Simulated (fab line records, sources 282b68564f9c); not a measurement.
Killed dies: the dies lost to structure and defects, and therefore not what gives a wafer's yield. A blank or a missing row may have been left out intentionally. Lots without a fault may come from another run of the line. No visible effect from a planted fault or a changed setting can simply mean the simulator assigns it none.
fab line records -- flow rit-cmos
record lots=15, wafers=45, last-day=7
route steps=202 shown WELLDRIVE@50 NWELL@51 PWELL@52
lots untouched by any fault: they come from a run of this same line in which no faults occurred
start-h: the number of hours between the record's first day and the start of the first shown wafer of the lot -- wait-h: hours elapsed since this lot's preceding step -- " as in the row above -- L1.1+2: a row that stands for several wafers -- - no value, or no start was given -- * or withheld: withheld -- < > ~ a bound
route shown NAME@n: NAME is a module with steps in the file, n the number in the route of the first one -- usual: mean/standard deviation of fault-free wafers -- same: alike in all rows -- chamber/n: place in a boat -- sites: readings site by site -- _std_site: how widely they spread, as a standard deviation -- _edge_site: the outer-site mean with the inner-site mean subtracted -- radius-mm: how far each site lies from the wafer's centre -- mask NAME#n: copy n -- behind: the last tool/chamber to shape the wafer -- hold: why the lot went on hold/how many hours it stayed there/how the hold came to an end -- device: transistor that didn't switch, given as n, p or np -- end of line: at the end of the route, the tests of the same wafers -- for a step that has no rows: nothing shown but its recipe -- killed: dies that structure and defects cost at the first sort, which is not the same as the wafer's yield -- map: a wafer's dies, marking killed ones x, the rest . and places with no die _
set.NAME: setting as actually run; set.NAME@STEP: the setting as run at that earlier step -- model.NAME: the simulator's own value behind a step, which no gauge read
the route's steps for a sample of lots (tables are steps, rows are wafers)
services: from which hour (start-h, from the record's first day; less than 0 if before it) a tool's chamber was out of use, for how many hours, and why
## steps
# step RIT_WELLDRIVE_ANNEAL_00
# recipe temp-c=1100, time-s=14700, ambient=N2
# usual spike-tc-centre-C=1101.4/1.4, spike-tc-source-C=1128.5/1.5, tube-center-temp-C=1100/0.099, tube_center_temp_C_max=1102.8/0.45
lot.wafer,tool,chamber,start-h,wait-h,spike-tc-centre-C,spike-tc-source-C,tube-center-temp-C,tube_center_temp_C_max
L603.1,furnace-01,0,25.76,1.0,1101.6,1125.8,1100,1103.2
L603.2,furnace-01,0,25.76,1.0,1100.7,1127.7,1100.1,1102.9
L603.4,furnace-01,0,25.76,1.0,1100.8,1126.9,1100,1102.6
L604.1,furnace-04,0,31.92,1.3,1099.8,1130.8,1100,1102.4
L604.4,furnace-04,0,31.92,1.3,1098.9,1129.3,1100,1102.5
L604.6,furnace-04,0,31.92,1.3,1100.3,1126.6,1100.1,1102.8
L605.2,furnace-04,0,37.26,1.0,1101.0,1128.8,1099.9,1102.3
L605.3,furnace-04,0,37.26,1.0,1100.6,1128.8,1100.1,1103.1
L605.5,furnace-04,0,37.26,1.0,1102.1,1130.0,1099.8,1102.3
L606.1,furnace-03,0,39.25,0.1,1103.1,1129.9,1100,1102.1
L606.3,furnace-03,0,39.25,0.1,1101.6,1131.0,1100,1102.8
L606.6,furnace-03,0,39.25,0.1,1103.2,1130.1,1100,1102.6
L607.2,furnace-04,0,45.06,0.0,1103.0,1128.5,1099.9,1102.8
L607.5,furnace-04,0,45.06,0.0,1101.5,1128.4,1100,1102.9
L607.6,furnace-04,0,45.06,0.0,1101.8,1127.6,1099.9,1102.5
L609.4,furnace-03,0,55.56,0.8,1103.1,1129.1,1100.2,1102.2
L609.5,furnace-03,0,55.56,0.8,1103.6,1129.9,1099.9,1103.4
L609.6,furnace-03,0,55.56,0.8,1103.1,1129.5,1099.9,1102.6
L611.2,furnace-04,0,64.60,0.0,1100.8,1129.6,1100.1,1102.8
L611.3,furnace-04,0,64.60,0.0,1101.1,1128.1,1100,1102.9
L611.4,furnace-04,0,64.60,0.0,1102.6,1125.4,1099.8,1103.4
L612.2,furnace-04,0,69.68,1.0,1115.2,1144.3,1115.2,1117.5
L612.5,furnace-04,0,69.68,1.0,1116.1,1143.6,1114.8,1117.1
L612.6,furnace-04,0,69.68,1.0,1115.3,1143.4,1115.3,1117.9
L613.1,furnace-03,0,74.86,0.8,1103.8,1130.6,1100.1,1102.9
L613.2,furnace-03,0,74.86,0.8,1102.0,1132.5,1099.9,1102.3
L613.4,furnace-03,0,74.86,0.8,1101.9,1130.7,1099.9,1103.6
L614.3,furnace-04,0,79.14,0.2,1115.9,1145.0,1115,1116.9
L614.4,furnace-04,0,79.14,0.2,1114.9,1143.5,1115,1117.9
L614.5,furnace-04,0,79.14,0.2,1116.6,1144.2,1114.9,1117.5
L616.1,furnace-04,0,88.54,0.1,1114.0,1144.4,1114.9,1118.5
L616.2,furnace-04,0,88.54,0.1,1116.5,1142.0,1114.9,1117.9
L616.3,furnace-04,0,88.54,0.1,1115.7,1144.7,1114.9,1117.9
L620.1,furnace-01,0,109.49,0.5,1101.9,1125.8,1100,1102.5
L620.3,furnace-01,0,109.49,0.5,1099.2,1128.8,1100.1,1102.9
L620.6,furnace-01,0,109.49,0.5,1102.8,1127.2,1100.1,1104.0
L621.2,furnace-01,0,115.65,0.5,1101.9,1127.3,1100.1,1102.3
L621.5,furnace-01,0,115.65,0.5,1099.0,1125.0,1100.1,1102.7
L621.6,furnace-01,0,115.65,0.5,1102.1,1126.8,1099.9,1102.8
L623.1,furnace-01,0,124.60,0.7,1101.1,1127.1,1100,1102.9
L623.3,furnace-01,0,124.60,0.7,1102.2,1128.1,1100,1102.6
L623.4,furnace-01,0,124.60,0.7,1100.7,1126.1,1099.8,1102.0
L624.3,furnace-03,0,127.71,0.0,1102.5,1130.8,1099.9,1102.7
L624.4,furnace-03,0,127.71,0.0,1102.9,1129.2,1100,1102.6
L624.6,furnace-03,0,127.71,0.0,1102.2,1131.5,1100.1,1102.7
# step RIT_WELLDRIVE_RS_MEAS_01
# recipe thk-meas-gauge=four-point-probe
# usual NWELL_RS=275.3/0.64
lot.wafer,tool,chamber,start-h,wait-h,NWELL_RS[ohm/sq]
L603.1,film-metro-04,-,30.84,0.0,275.6
L603.2,film-metro-04,-,30.84,0.0,275.8
L603.4,film-metro-04,-,30.84,0.0,274.9
L604.1,film-metro-02,-,37.01,0.0,275.5
L604.4,film-metro-02,-,37.01,0.0,276.4
L604.6,film-metro-02,-,37.01,0.0,274.8
L605.2,film-metro-03,-,42.36,0.0,276.0
L605.3,film-metro-03,-,42.36,0.0,275.9
L605.5,film-metro-03,-,42.36,0.0,275.9
L606.1,film-metro-02,-,44.33,0.0,275.2
L606.3,film-metro-02,-,44.33,0.0,275.2
L606.6,film-metro-02,-,44.33,0.0,275.5
L607.2,film-metro-04,-,50.16,0.0,276.4
L607.5,film-metro-04,-,50.16,0.0,275.9
L607.6,film-metro-04,-,50.16,0.0,275.4
L609.4,film-metro-03,-,60.70,0.1,275.0
L609.5,film-metro-03,-,60.70,0.1,274.5
L609.6,film-metro-03,-,60.70,0.1,275.1
L611.2,film-metro-04,-,69.70,0.0,275.3
L611.3,film-metro-04,-,69.70,0.0,275.2
L611.4,film-metro-04,-,69.70,0.0,275.2
L612.2,film-metro-02,-,74.78,0.0,259.7
L612.5,film-metro-02,-,74.78,0.0,260.6
L612.6,film-metro-02,-,74.78,0.0,260.3
L613.1,film-metro-02,-,79.94,0.0,275.6
L613.2,film-metro-02,-,79.94,0.0,274.8
L613.4,film-metro-02,-,79.94,0.0,275.5
L614.3,film-metro-03,-,84.26,0.0,260.1
L614.4,film-metro-03,-,84.26,0.0,259.1
L614.5,film-metro-03,-,84.26,0.0,259.7
L616.1,film-metro-02,-,93.62,0.0,260.0
L616.2,film-metro-02,-,93.62,0.0,260.6
L616.3,film-metro-02,-,93.62,0.0,260.3
L620.1,film-metro-04,-,114.58,0.0,275.9
L620.3,film-metro-04,-,114.58,0.0,276.0
L620.6,film-metro-04,-,114.58,0.0,275.7
L621.2,film-metro-04,-,120.76,0.0,275.1
L621.5,film-metro-04,-,120.76,0.0,275.6
L621.6,film-metro-04,-,120.76,0.0,274.4
L623.1,film-metro-04,-,129.68,0.0,275.8
L623.3,film-metro-04,-,129.68,0.0,275.7
L623.4,film-metro-04,-,129.68,0.0,276.3
L624.3,film-metro-03,-,132.84,0.0,275.6
L624.4,film-metro-03,-,132.84,0.0,275.7
L624.6,film-metro-03,-,132.84,0.0,275.2
# step RIT_WELLDRIVE_RS_MEAS_02
# recipe thk-meas-gauge=four-point-probe
# usual PWELL_RS=429.4/1.3
lot.wafer,tool,chamber,start-h,wait-h,PWELL_RS[ohm/sq]
L603.1,film-metro-04,-,30.96,0.1,430.9
L603.2,film-metro-04,-,30.96,0.1,430.4
L603.4,film-metro-04,-,30.96,0.1,430.3
L604.1,film-metro-02,-,37.13,0.1,429.0
L604.4,film-metro-02,-,37.13,0.1,430.3
L604.6,film-metro-02,-,37.13,0.1,429.2
L605.2,film-metro-03,-,42.48,0.1,432.4
L605.3,film-metro-03,-,42.48,0.1,430.6
L605.5,film-metro-03,-,42.48,0.1,432.0
L606.1,film-metro-02,-,44.45,0.1,427.9
L606.3,film-metro-02,-,44.45,0.1,428.1
L606.6,film-metro-02,-,44.45,0.1,427.3
L607.2,film-metro-04,-,50.28,0.1,429.5
L607.5,film-metro-04,-,50.28,0.1,428.1
L607.6,film-metro-04,-,50.28,0.1,429.5
L609.4,film-metro-03,-,60.82,0.1,427.1
L609.5,film-metro-03,-,60.82,0.1,428.7
L609.6,film-metro-03,-,60.82,0.1,427.9
L611.2,film-metro-04,-,69.82,0.1,429.4
L611.3,film-metro-04,-,69.82,0.1,429.5
L611.4,film-metro-04,-,69.82,0.1,428.8
L612.2,film-metro-02,-,74.90,0.1,413.7
L612.5,film-metro-02,-,74.90,0.1,413.6
L612.6,film-metro-02,-,74.90,0.1,412.1
L613.1,film-metro-02,-,80.06,0.1,428.8
L613.2,film-metro-02,-,80.06,0.1,429.9
L613.4,film-metro-02,-,80.06,0.1,429.4
L614.3,film-metro-03,-,84.38,0.1,412.2
L614.4,film-metro-03,-,84.38,0.1,414.1
L614.5,film-metro-03,-,84.38,0.1,413.4
L616.1,film-metro-02,-,93.74,0.1,412.1
L616.2,film-metro-02,-,93.74,0.1,411.8
L616.3,film-metro-02,-,93.74,0.1,411.6
L620.1,film-metro-04,-,114.70,0.1,428.7
L620.3,film-metro-04,-,114.70,0.1,429.5
L620.6,film-metro-04,-,114.70,0.1,428.5
L621.2,film-metro-04,-,120.88,0.1,426.8
L621.5,film-metro-04,-,120.88,0.1,428.0
L621.6,film-metro-04,-,120.88,0.1,428.0
L623.1,film-metro-04,-,129.80,0.1,431.6
L623.3,film-metro-04,-,129.80,0.1,430.5
L623.4,film-metro-04,-,129.80,0.1,431.0
L624.3,film-metro-03,-,132.96,0.1,430.3
L624.4,film-metro-03,-,132.96,0.1,430.2
L624.6,film-metro-03,-,132.96,0.1,429.9
## services
tool,chamber,start-h,hours,kind
furnace-01,-,22.12,3.6,pm
furnace-04,-,28.30,3.6,pm
## key
first-sign step=RIT_WELLDRIVE_ANNEAL_00, reading=tube-center-temp-C, direction=up, sigmas=99+, usual=*, struck=*
effect step=RIT_WELLDRIVE_ANNEAL_00, reading=tube_center_temp_C_max, direction=up, sigmas=33, usual=*, struck=*
effect step=RIT_WELLDRIVE_RS_MEAS_01, reading=NWELL_RS, direction=down, sigmas=24, usual=275.3, struck=260.0
effect step=RIT_WELLDRIVE_RS_MEAS_02, reading=PWELL_RS, direction=down, sigmas=13, usual=429.4, struck=412.7
met-at RIT_WELLDRIVE_ANNEAL_00
struck-lots L612,L614,L616
tester-left-out L612,L614,L616
fault kind=process-parameter-drift, tool=furnace-04, chamber=-, onset-h=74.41, steps=RIT_WELLDRIVE_ANNEAL_00, channel=temp-c, offset=*, shape=step, end-h=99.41, acts-in=*, stated=*
# tester-left-out: of these lots the tester's yield and bins aren't shown, on N5 and GAA mostly nor the transistor test; their killed dies are dies lost to structure and defects alone, not to doping, threshold or leakage, so they don't give the yield
